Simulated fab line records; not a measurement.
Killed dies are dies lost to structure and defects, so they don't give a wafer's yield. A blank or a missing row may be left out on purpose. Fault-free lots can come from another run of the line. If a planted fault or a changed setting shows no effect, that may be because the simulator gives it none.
Chamber matching -- flow berkeley cmos170 -- UCB170_CONTACT_ETCH_17 on rie diel-04 has 4 sister chambers
The step etches BARC in N2/H2. 4 wafers are shown with their chamber, then 8 later ones without.

## WAFERS WITH THEIR CHAMBER
wafer,chamber,throttle valve pct (%)
L117.1,1,13.25
L121.5,2,13.11
L124.4,0,13.21
L125.3,3,13.32

## WAFERS WITHOUT THEIR CHAMBER
wafer,throttle valve pct (%)
L125.4,13.20
L125.5,13.10
L127.3,13.24
L127.4,13.13
L127.6,13.25
L130.3,13.25
L130.5,13.34
L130.6,13.10

## WHICH CHAMBER EACH ONE RAN IN
wafer,from the rows above,in truth
L125.4,0,0
L125.5,2,2
L127.3,can't be placed: 1 or 0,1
L127.4,2,2
L127.6,1,1
L130.3,1,1
L130.5,3,3
L130.6,2,2
7 of 8 placed correctly. Not placeable from these rows: 1 (in 1, the candidates include the true chamber). 0 placed wrongly.
How it was worked out, from the rows above alone: a wafer's distance from a chamber is the root of the sum, over the readings, of the square of ((its reading less the chamber's mean) divided by the reading's scatter). The wafer belongs to the nearest chamber; if the next one is less than 2 further off, it can't be placed. Each chamber's mean is taken over the wafers shown for it. The scatter: root of mean squared gap, hidden wafer to nearest shown wafer, with one shown wafer a chamber.
